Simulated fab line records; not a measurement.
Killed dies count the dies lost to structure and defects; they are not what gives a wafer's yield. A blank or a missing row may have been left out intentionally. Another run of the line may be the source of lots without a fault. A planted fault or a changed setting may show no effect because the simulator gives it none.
Lot-split experiment / flow rit-cmos / route with 202 steps; 5 lots, 23 wafers read

== THE SPLIT ==
At RIT_GATE_DEVELOP_15 (develop time 50 s), the setting develop-time-s was moved away from the recipe's 50 s on 6 of the 23 wafers read, by -16.6% to +22.7%. The other wafers ran this setting at the recipe's value.

== FROM THE SPLIT TO THE READING: what the file shows between them, 10 steps ==
- RIT_M1_SPUTTER_00: material Al, target thk 400 nm, time 500 s (also split here: time-s)
- RIT_M1_RS_MEAS_01: measures by four-point-probe
- RIT_M1_THK_MEAS_02: measures by xrf
- RIT_M1_HMDS_03: prime time 60 s
- RIT_M1_COAT_04: resist thk 1300 nm
- RIT_M1_HARDBAKE_11: time 120 s
- RIT_M1_METAL_ETCH_12: etches Al in Cl2/BCl3, stops on SiO2, time 165 s, target depth 600 nm
- RIT_M1_STRIP_13: strips in nmp, time 600 s
- RIT_M1_STRIP_14: strips in O2, time 180 s
- RIT_M1_ANNEAL_15: time 1800 s

== THE READING ==
etest.pmos_0p15.drive-ua-um (the simulator's own value, which no gauge read), at RIT_M1_PROBE_99. The file does not state a usual value for it. The 17 wafers here that ran the recipe average 255.6, standard deviation 11.

wafer=L076.2; tool, chamber at the split=litho-track-01, 0; develop-time-s as run, s=50; against the recipe=recipe; etest.pmos_0p15.drive-ua-um=256.7; against lot-mates on the recipe=-
wafer=L076.5; tool, chamber at the split=litho-track-01, 0; develop-time-s as run, s=50; against the recipe=recipe; etest.pmos_0p15.drive-ua-um=250.1; against lot-mates on the recipe=-
wafer=L076.6; tool, chamber at the split=litho-track-01, 0; develop-time-s as run, s=50; against the recipe=recipe; etest.pmos_0p15.drive-ua-um=252.6; against lot-mates on the recipe=-
wafer=L078.1; tool, chamber at the split=litho-track-02, 0; develop-time-s as run, s=50; against the recipe=recipe; etest.pmos_0p15.drive-ua-um=263; against lot-mates on the recipe=-
wafer=L078.2; tool, chamber at the split=litho-track-02, 0; develop-time-s as run, s=50; against the recipe=recipe; etest.pmos_0p15.drive-ua-um=262.6; against lot-mates on the recipe=-
wafer=L078.3; tool, chamber at the split=litho-track-02, 0; develop-time-s as run, s=50; against the recipe=recipe; etest.pmos_0p15.drive-ua-um=263.6; against lot-mates on the recipe=-
wafer=L078.4; tool, chamber at the split=litho-track-02, 0; develop-time-s as run, s=50; against the recipe=recipe; etest.pmos_0p15.drive-ua-um=264.3; against lot-mates on the recipe=-
wafer=L078.5; tool, chamber at the split=litho-track-02, 0; develop-time-s as run, s=50; against the recipe=recipe; etest.pmos_0p15.drive-ua-um=259.9; against lot-mates on the recipe=-
wafer=L078.6; tool, chamber at the split=litho-track-02, 0; develop-time-s as run, s=50; against the recipe=recipe; etest.pmos_0p15.drive-ua-um=256.6; against lot-mates on the recipe=-
wafer=L079.1; tool, chamber at the split=litho-track-02, 0; develop-time-s as run, s=61.36; against the recipe=+22.7%; etest.pmos_0p15.drive-ua-um=393.7; against lot-mates on the recipe=+130.7
wafer=L079.2; tool, chamber at the split=litho-track-02, 0; develop-time-s as run, s=50; against the recipe=recipe; etest.pmos_0p15.drive-ua-um=258; against lot-mates on the recipe=-
wafer=L079.3; tool, chamber at the split=litho-track-02, 0; develop-time-s as run, s=61.36; against the recipe=+22.7%; etest.pmos_0p15.drive-ua-um=408.7; against lot-mates on the recipe=+145.7
wafer=L079.4; tool, chamber at the split=litho-track-02, 0; develop-time-s as run, s=61.36; against the recipe=+22.7%; etest.pmos_0p15.drive-ua-um=393; against lot-mates on the recipe=+130.0
wafer=L079.5; tool, chamber at the split=litho-track-02, 0; develop-time-s as run, s=50; against the recipe=recipe; etest.pmos_0p15.drive-ua-um=268.3; against lot-mates on the recipe=-
wafer=L079.6; tool, chamber at the split=litho-track-02, 0; develop-time-s as run, s=50; against the recipe=recipe; etest.pmos_0p15.drive-ua-um=262.6; against lot-mates on the recipe=-
wafer=L082.2; tool, chamber at the split=litho-track-01, 0; develop-time-s as run, s=50; against the recipe=recipe; etest.pmos_0p15.drive-ua-um=228.1; against lot-mates on the recipe=-
wafer=L082.5; tool, chamber at the split=litho-track-01, 0; develop-time-s as run, s=50; against the recipe=recipe; etest.pmos_0p15.drive-ua-um=227.6; against lot-mates on the recipe=-
wafer=L084.1; tool, chamber at the split=litho-track-03, 0; develop-time-s as run, s=50; against the recipe=recipe; etest.pmos_0p15.drive-ua-um=256.1; against lot-mates on the recipe=-
wafer=L084.2; tool, chamber at the split=litho-track-03, 0; develop-time-s as run, s=41.72; against the recipe=-16.6%; etest.pmos_0p15.drive-ua-um=194.5; against lot-mates on the recipe=-62.8
wafer=L084.3; tool, chamber at the split=litho-track-03, 0; develop-time-s as run, s=41.72; against the recipe=-16.6%; etest.pmos_0p15.drive-ua-um=197.2; against lot-mates on the recipe=-60.1
wafer=L084.4; tool, chamber at the split=litho-track-03, 0; develop-time-s as run, s=50; against the recipe=recipe; etest.pmos_0p15.drive-ua-um=253.9; against lot-mates on the recipe=-
wafer=L084.5; tool, chamber at the split=litho-track-03, 0; develop-time-s as run, s=50; against the recipe=recipe; etest.pmos_0p15.drive-ua-um=261.8; against lot-mates on the recipe=-
wafer=L084.6; tool, chamber at the split=litho-track-03, 0; develop-time-s as run, s=41.72; against the recipe=-16.6%; etest.pmos_0p15.drive-ua-um=192; against lot-mates on the recipe=-65.3

THE FIT
A straight line over all 23 wafers: etest.pmos_0p15.drive-ua-um changes by +5.34 for each +1% of develop-time-s; r = +0.96; the points scatter about the line by 15.
The same after taking each lot's own level away (the mean of its wafers on the recipe; 23 wafers): +5.17 for each +1%; r = +0.98; scatter 10.
The reading moves by 1.2e+02 for the largest change in develop-time-s, on that fit.
The lots' own levels span 227.85 to 262.97, that is 3.2 times the standard deviation above.
So the lot-to-lot level changes the slope little: the two slopes agree.
Check: for one of the wafers moved furthest among these (+22.7%), held out of the fit, the line's prediction against its lot-mates is +120. Against them it came out at +131.

== THESE WAFERS: OTHER SPLITS ==
Before the reading, these wafers also passed through other splits. Each is held against what the fit with the lots' levels taken away leaves over:
other split on the same wafers=RIT_ACTIVE_DEVELOP_10 develop-time-s; wafers away from the commonest value=10; r with etest.pmos_0p15.drive-ua-um (lot level and that fit taken away)=-0.02
other split on the same wafers=RIT_M1_SPUTTER_00 time-s; wafers away from the commonest value=6; r with etest.pmos_0p15.drive-ua-um (lot level and that fit taken away)=-0.06

== THE WHOLE CHAIN: every reading that the file lists as answering this split, in the file's order ==
step=RIT_M1_PROBE_99; what it does=; reading=etest.nmos_0p15.r-on-ohm-um (the simulator's own value, which no gauge read); change (the file's fit)=-12 for each +1% of the setting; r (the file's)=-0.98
step=RIT_M1_PROBE_99; what it does=; reading=etest.pmos_0p3.r-on-ohm-um (the simulator's own value, which no gauge read); change (the file's fit)=-40.7 for each +1% of the setting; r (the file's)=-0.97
step=RIT_M1_PROBE_99; what it does=; reading=etest.nmos-turned.drive-ua-um (the simulator's own value, which no gauge read); change (the file's fit)=+4.37 for each +1% of the setting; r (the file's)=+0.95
step=RIT_M1_PROBE_99; what it does=; reading=etest.pmos_0p15.drive-ua-um (the simulator's own value, which no gauge read); change (the file's fit)=+5.21 for each +1% of the setting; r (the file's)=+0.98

== FILE'S OWN FIT ==
etest.pmos_0p15.drive-ua-um changes by +5.21 for each +1% of develop-time-s, r = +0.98.
